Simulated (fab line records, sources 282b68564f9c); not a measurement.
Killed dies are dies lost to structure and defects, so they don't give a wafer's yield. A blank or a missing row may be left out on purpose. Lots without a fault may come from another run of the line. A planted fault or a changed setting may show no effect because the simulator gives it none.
fab line records | flow rit_cmos
record lots=14 wafers=42 last_day=7
route steps=202 shown NWELL@36 NLDD@112 PLDD@159 M1@198
lots that met no fault: from a run of the same line without faults
start_h: hours from the record's first day to the start of the lot's first wafer shown | wait_h: hours since the lot's step before | " the same as in the row above | L1.1+2: a row that stands for several wafers | - no value, or no start given | * or withheld: withheld | < > ~ a bound
route shown NAME@n: a module of which the file shows steps, and the number in the route of the first | usual: mean/standard deviation of fault-free wafers | same: alike in all rows | chamber/n: place in a boat | sites: the reading at each site | _std_site: their standard deviation | _edge_site: outer sites' mean less inner sites' | radius_mm: how far each site lies from the wafer's centre | mask NAME#n: copy n | behind: the tool/chamber that last shaped the wafer | hold: why the lot was held/for how many hours/how that ended | device: the transistor (n, p or np) that didn't switch | end of line: the same wafers' tests at the end of the route | a step without rows: its recipe alone | killed: dies lost to structure and defects at the first sort, not the wafer's yield | map: a wafer's dies, x killed, . not, _ none there
set.NAME: the setting as run; set.NAME@STEP: as run at that earlier step | model.NAME: the simulator's own value behind a step, which no gauge read
steps of the route over a sample of lots; a table a step, a row a wafer
services: from which hour (start_h, from the record's first day; less than 0 if before it) a tool's chamber was out of use, for how many hours, and why
## steps
# step RIT_NWELL_IMPLANT_08
# recipe species=P energy_kev=170 dose_cm2=5e+13 tilt_deg=7
# usual dose_ions_cm2=5e+13/4.9e+10
# same implant_ion_amu=31
# columns lot.wafer tool chamber start_h wait_h dose_ions_cm2
L757.1 implanter-02 0 22.15 0.2 5.007e+13
L757.2 " 0 " " 5e+13
L757.5 " 0 " " 5.004e+13
L759.1 implanter-03 0 31.47 0.2 5.001e+13
L759.3 " 0 " " 5.001e+13
L759.5 " 0 " " 5.008e+13
L760.2 implanter-03 0 36.13 0.2 5.003e+13
L760.3 " 0 " " 4.999e+13
L760.5 " 0 " " 5.002e+13
L761.1 implanter-02 0 42.11 0.2 5.006e+13
L761.3 " 0 " " 5.001e+13
L761.4 " 0 " " 5.001e+13
L762.1 implanter-02 0 47.00 0.2 5.003e+13
L762.4 " 0 " " 5.006e+13
L762.6 " 0 " " 5.009e+13
L763.2 implanter-02 0 50.60 0.2 4.994e+13
L763.4 " 0 " " 4.994e+13
L763.6 " 0 " " 4.991e+13
L764.1 implanter-03 0 55.66 0.2 4.996e+13
L764.4 " 0 " " 4.988e+13
L764.6 " 0 " " 4.998e+13
L766.1 implanter-02 0 67.17 0.2 4.996e+13
L766.4 " 0 " " 4.992e+13
L766.5 " 0 " " 4.998e+13
L769.3 implanter-03 0 81.19 0.2 4.996e+13
L769.4 " 0 " " 5e+13
L769.5 " 0 " " 4.999e+13
L772.3 implanter-02 0 96.57 0.2 5e+13
L772.4 " 0 " " 4.995e+13
L772.6 " 0 " " 4.993e+13
L773.2 implanter-02 0 101.55 0.2 4.804e+13
L773.4 " 0 " " 4.801e+13
L773.6 " 0 " " 4.798e+13
L774.1 implanter-02 0 105.73 0.2 4.801e+13
L774.2 " 0 " " 4.806e+13
L774.3 " 0 " " 4.803e+13
L775.2 implanter-03 0 110.45 0.2 5.004e+13
L775.3 " 0 " " 5.01e+13
L775.4 " 0 " " 5.016e+13
L779.1 implanter-03 0 130.62 0.2 4.998e+13
L779.3 " 0 " " 4.995e+13
L779.5 " 0 " " 4.993e+13
# step RIT_WELLDRIVE_RS_MEAS_01
# recipe thk_meas_gauge=four-point-probe
# usual NWELL_RS=275.3/0.82
# columns lot.wafer tool chamber start_h wait_h NWELL_RS[ohm/sq]
L757.1 film_metro-03 - 29.62 0.0 275.4
L757.2 " - " " 274.8
L757.5 " - " " 274.2
L759.1 film_metro-02 - 38.82 0.0 275.2
L759.3 " - " " 275.5
L759.5 " - " " 275.5
L760.2 film_metro-03 - 43.43 0.0 276.1
L760.3 " - " " 275.5
L760.5 " - " " 275.3
L761.1 film_metro-02 - 49.25 0.0 275.7
L761.3 " - " " 276.4
L761.4 " - " " 275.1
L762.1 film_metro-03 - 54.14 0.0 273.4
L762.4 " - " " 273.4
L762.6 " - " " 273.4
L763.2 film_metro-03 - 58.29 0.0 275.4
L763.4 " - " " 275.8
L763.6 " - " " 275.8
L764.1 film_metro-02 - 62.96 0.0 275.6
L764.4 " - " " 276.1
L764.6 " - " " 274.8
L766.1 film_metro-03 - 74.63 0.0 275.6
L766.4 " - " " 275.7
L766.5 " - " " 276.2
L769.3 film_metro-03 - 88.33 0.0 274.8
L769.4 " - " " 274.0
L769.5 " - " " 274.5
L772.3 film_metro-04 - 104.42 0.0 276.0
L772.4 " - " " 275.6
L772.6 " - " " 276.0
L773.2 film_metro-02 - 108.56 0.0 282.0
L773.4 " - " " 282.1
L773.6 " - " " 281.8
L774.1 film_metro-03 - 112.75 0.0 282.5
L774.2 " - " " 281.6
L774.3 " - " " 282.3
L775.2 film_metro-04 - 117.78 0.0 274.9
L775.3 " - " " 275.2
L775.4 " - " " 274.2
L779.1 film_metro-03 - 138.29 0.0 275.9
L779.3 " - " " 276.6
L779.5 " - " " 276.1
# step RIT_NLDD_STRIP_09
# recipe chemistry=O2 time_s=180 resist=NOVOLAK platen_temp_c=withheld power_w=500 pressure_mtorr=4000 o2_flow_sccm=4000
# usual drypump_motor_current_A=5.5/0.35
# columns lot.wafer tool chamber start_h wait_h drypump_motor_current_A rf_hours_counter_h
L757.1 plasma_asher-01 1 43.24 0.1 6.2 41
L757.2 " 0 " " 5.5 41
L757.5 " 1 " " 6.3 -
L759.1 plasma_asher-03 0 51.84 0.1 5.4 42
L759.3 " 0 " " 5.4 -
L759.5 " 1 " " 5.0 -
L760.2 plasma_asher-04 0 56.26 0.1 5.5 25
L760.3 " 0 " " 5.5 -
L760.5 " 0 " " 5.5 -
L761.1 plasma_asher-01 1 62.74 0.1 6.2 43
L761.3 " 0 " " 5.5 -
L761.4 " 1 " " 6.2 -
L762.1 plasma_asher-04 1 67.35 0.1 5.2 27
L762.4 " 0 " " 5.5 -
L762.6 " 0 " " 5.5 -
L763.2 plasma_asher-04 1 71.94 0.1 5.2 27
L763.4 " 1 " " 5.2 -
L763.6 " 0 " " 5.5 -
L764.1 plasma_asher-01 1 75.80 0.1 6.2 44
L764.4 " 0 " " 5.5 -
L764.6 " 0 " " 5.5 -
L766.1 plasma_asher-01 1 87.65 0.1 6.1 45
L766.4 " 1 " " 6.1 -
L766.5 " 1 " " 6.2 -
L769.3 plasma_asher-04 0 101.85 0.1 5.5 -
L769.4 " 1 " " 5.2 -
L769.5 " 1 " " 5.2 -
L772.3 plasma_asher-04 0 117.65 0.1 5.5 -
L772.4 " 1 " " 5.3 -
L772.6 " 1 " " 5.2 -
L773.2 plasma_asher-04 0 121.70 0.1 5.5 33
L773.4 " 0 " " 5.5 -
L773.6 " 1 " " 5.3 -
L774.1 plasma_asher-04 1 126.57 0.1 5.3 33
L774.2 " 0 " " 5.5 33
L774.3 " 1 " " 5.3 -
L775.2 plasma_asher-01 0 131.27 0.1 5.5 1
L775.3 " 0 " " 5.5 -
L775.4 " 1 " " 6.2 -
L779.1 plasma_asher-01 0 151.29 0.1 5.5 4
L779.3 " 1 " " 6.2 -
L779.5 " 0 " " 5.5 -
# step RIT_SDANNEAL_RS_MEAS_06
# recipe thk_meas_gauge=four-point-probe
# usual PLDD_RS=178.5/0.44
# columns lot.wafer tool chamber start_h wait_h PLDD_RS[ohm/sq]
L757.1 film_metro-04 - 55.64 0.1 178.8
L757.2 " - " " 178.6
L757.5 " - " " 178.9
L759.1 film_metro-03 - 59.93 0.1 177.9
L759.3 " - " " 178.4
L759.5 " - " " 178.0
L760.2 film_metro-04 - 64.22 0.1 178.6
L760.3 " - " " 178.4
L760.5 " - " " 178.9
L761.1 film_metro-01 - 70.73 0.1 178.8
L761.3 " - " " 178.7
L761.4 " - " " 179.1
L762.1 film_metro-04 - 75.23 0.1 178.9
L762.4 " - " " 179.0
L762.6 " - " " 178.9
L763.2 film_metro-04 - 80.01 0.1 178.0
L763.4 " - " " 177.9
L763.6 " - " " 178.1
L764.1 film_metro-01 - 83.88 0.1 178.9
L764.4 " - " " 178.8
L764.6 " - " " 178.7
L766.1 film_metro-03 - 95.56 0.1 178.2
L766.4 " - " " 177.8
L766.5 " - " " 178.6
L769.3 film_metro-03 - 109.97 0.1 178.8
L769.4 " - " " 178.2
L769.5 " - " " 178.0
L772.3 film_metro-04 - 125.89 0.1 177.6
L772.4 " - " " 177.7
L772.6 " - " " 178.0
L773.2 film_metro-04 - 129.56 0.1 178.3
L773.4 " - " " 178.2
L773.6 " - " " 178.3
L774.1 film_metro-03 - 134.77 0.1 178.4
L774.2 " - " " 178.7
L774.3 " - " " 178.9
L775.2 film_metro-04 - 139.30 0.1 178.0
L775.3 " - " " 178.3
L775.4 " - " " 178.5
L779.1 film_metro-04 - 159.72 0.1 179.0
L779.3 " - " " 178.3
L779.5 " - " " 178.4
# step RIT_M1_STRIP_14
# recipe chemistry=O2 time_s=180 platen_temp_c=withheld power_w=500 pressure_mtorr=4000 o2_flow_sccm=4000
# usual drypump_motor_current_A=5.5/0.31
# columns lot.wafer tool chamber start_h wait_h drypump_motor_current_A rf_hours_counter_h
L757.1 plasma_asher-02 1 61.13 0.0 5.5 40
L757.2 " 0 " " 6.1 40
L757.5 " 0 " " 6.1 -
L759.1 plasma_asher-03 0 65.06 0.0 5.4 44
L759.3 " 0 " " 5.4 -
L759.5 " 1 " " 5.1 -
L760.2 plasma_asher-04 0 69.34 0.0 5.4 27
L760.3 " 1 " " 5.2 -
L760.5 " 0 " " 5.5 -
L761.1 plasma_asher-04 0 76.07 0.0 5.5 27
L761.3 " 1 " " 5.2 -
L761.4 " 0 " " 5.5 -
L762.1 plasma_asher-03 1 80.77 0.0 5.0 45
L762.4 " 0 " " 5.4 -
L762.6 " 0 " " 5.4 -
L763.2 plasma_asher-04 1 85.44 0.0 5.3 29
L763.4 " 0 " " 5.5 -
L763.6 " 1 " " 5.2 -
L764.1 plasma_asher-02 0 89.25 0.0 6.1 43
L764.4 " 1 " " 5.5 -
L764.6 " 1 " " 5.5 -
L766.1 plasma_asher-04 1 100.78 0.0 5.3 30
L766.4 " 0 " " 5.5 -
L766.5 " 0 " " 5.5 -
L769.3 plasma_asher-04 1 115.34 0.1 5.3 -
L769.4 " 0 " " 5.5 -
L769.5 " 0 " " 5.5 -
L772.3 plasma_asher-04 1 131.20 0.1 5.3 -
L772.4 " 0 " " 5.5 -
L772.6 " 1 " " 5.3 -
L773.2 plasma_asher-02 1 134.83 0.0 5.5 48
L773.4 " 0 " " 6.1 -
L773.6 " 1 " " 5.5 -
L774.1 plasma_asher-03 1 140.00 0.0 5.1 52
L774.2 " 0 " " 5.4 52
L774.3 " 1 " " 5.1 -
L775.2 plasma_asher-02 0 144.68 0.0 6.1 50
L775.3 " 0 " " 6.1 -
L775.4 " 1 " " 5.5 -
L779.1 plasma_asher-04 0 164.94 0.0 5.5 37
L779.3 " 0 " " 5.5 -
L779.5 " 0 " " 5.4 -
# step RIT_M1_PROBE_99
# usual killed_at_M0_to_M3=0.0/0.083 killed_at_contacts=0.1/0.31 killed_at_front_end=7/3.1 killed_dies=7/3.1 killed_open=3.3/1.9 killed_short=3.3/2
# same gross_dies=264 killed_at_M4_up=0 killed_at_back_side=0 killed_at_other=0
# columns lot.wafer tool chamber start_h wait_h killed_at_M0_to_M3 killed_at_contacts killed_at_front_end killed_dies killed_open killed_short
L757.1 prober-01 - 63.05 0.1 0 1 10 11 2 8
L757.2 prober-01 - 63.10 0.1 0 1 5 6 2 3
L757.5 prober-01 - 63.25 0.2 0 0 6 6 3 3
L762.1 prober-01 - 82.77 0.1 0 0 5 5 4 1
L762.4 prober-01 - 82.92 0.2 0 0 10 10 3 7
L762.6 prober-01 - 83.02 0.2 0 0 9 9 7 2
L766.1 prober-01 - 103.39 0.1 0 0 10 10 6 4
L766.4 prober-01 - 103.54 0.2 0 0 6 6 2 4
L766.5 prober-01 - 103.59 0.2 0 0 2 2 1 1
L773.2 prober-01 - 137.53 0.1 0 0 4 4 4 0
L773.4 prober-01 - 137.63 0.2 0 0 8 8 3 5
L773.6 prober-01 - 137.73 0.2 0 0 7 7 2 5
L774.1 prober-01 - 141.92 0.1 0 0 5 5 3 1
L774.2 prober-01 - 141.97 0.1 0 0 4 4 2 1
L774.3 prober-01 - 142.02 0.2 0 0 4 4 1 2
# killed by level:class
L757.1 GATE:geometric_particle:short=6 FOX2:geometric_particle:short=1 GATE:geometric_particle:open=1 SPACER:geometric_particle:short=1 SILICIDE:geometric_particle:open=1 CONTACT:coat_microbubble_printed=1
L757.2 FOX1:geometric_particle:open=1 FOX2:geometric_particle:short=1 GATE:geometric_particle:short=1 SPACER:geometric_particle:open=1 SILICIDE:geometric_particle:short=1 CONTACT:coat_microbubble_printed=1
L757.5 GATE:geometric_particle:short=2 FOX1:geometric_particle:short=1 FOX1:geometric_particle:open=1 SPACER:geometric_particle:open=1 SILICIDE:geometric_particle:open=1
L762.1 SILICIDE:geometric_particle:open=2 FOX1:geometric_particle:open=1 FOX2:geometric_particle:open=1 GATE:geometric_particle:short=1
L762.4 FOX1:geometric_particle:short=3 SILICIDE:geometric_particle:open=3 GATE:geometric_particle:short=2 SPACER:geometric_particle:short=1 SILICIDE:geometric_particle:short=1
L762.6 GATE:geometric_particle:open=5 GATE:geometric_particle:short=2 REOX:geometric_particle:open=1 SILICIDE:geometric_particle:open=1
L766.1 GATE:geometric_particle:short=4 GATE:geometric_particle:open=4 FOX1:geometric_particle:open=1 SPACER:geometric_particle:open=1
L766.4 GATE:geometric_particle:short=3 GATE:geometric_particle:open=2 REOX:geometric_particle:short=1
L766.5 FOX1:geometric_particle:short=1 GATE:geometric_particle:open=1
L773.2 GATE:geometric_particle:open=2 FOX2:geometric_particle:open=1 SPACER:geometric_particle:open=1
L773.4 GATE:geometric_particle:short=4 GATE:geometric_particle:open=2 FOX1:geometric_particle:open=1 SILICIDE:geometric_particle:short=1
L773.6 FOX1:geometric_particle:short=2 GATE:geometric_particle:short=2 GATE:geometric_particle:open=1 REOX:geometric_particle:short=1 SILICIDE:geometric_particle:open=1
L774.1 REOX:geometric_particle:open=1 REOX:geometric_particle:short=1 SPACER:geometric_particle:open=1 SILICIDE:geometric_particle:open=1 NLDD:coat_microbubble_printed=1
L774.2 FOX1:geometric_particle:short=1 GATE:geometric_particle:open=1 SPACER:geometric_particle:open=1 NLDD:coat_microbubble_printed=1
L774.3 FOX1:geometric_particle:short=1 GATE:geometric_particle:short=1 SILICIDE:geometric_particle:open=1 NLDD:coat_microbubble_printed=1
## services
# columns tool chamber start_h hours kind
implanter-03 - 24.05 3.6 repair
implanter-02 - 24.44 4.0 repair
plasma_asher-04 - 30.02 10.5 repair
plasma_asher-01 - 48.14 0.6 repair
plasma_asher-01 - 108.75 9.0 pm
plasma_asher-01 0 108.75 9.0 vent_cycle
plasma_asher-01 1 108.75 9.0 vent_cycle
plasma_asher-01 - 111.80 4.2 repair
plasma_asher-01 0 117.75 - clean
plasma_asher-01 1 117.75 - clean
## key
first_sign step=RIT_NWELL_IMPLANT_08 reading=dose_ions_cm2 direction=down sigmas=40 usual=5e+13 struck=4.802e+13
effect step=RIT_WELLDRIVE_RS_MEAS_01 reading=NWELL_RS direction=up sigmas=8.2 usual=275.3 struck=282.1
met_at RIT_NWELL_IMPLANT_08
struck_lots L773,L774
tester_left_out L773,L774
not_acting_at RIT_NLDD_STRIP_09,RIT_SDANNEAL_RS_MEAS_06,RIT_M1_STRIP_14
onset_between 96.57 101.55
fault kind=process_parameter_drift tool=implanter-02 chamber=- onset_h=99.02 steps=RIT_NWELL_IMPLANT_08 channel=dose_cm2 offset=-2e+12 shape=step end_h=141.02 acts_in=these_recipes_only stated=5e+13
# tester_left_out: of these lots the tester's yield and bins aren't shown, on N5 and GAA mostly nor the transistor test; their killed dies are dies lost to structure and defects alone, not to doping, threshold or leakage, so they don't give the yield
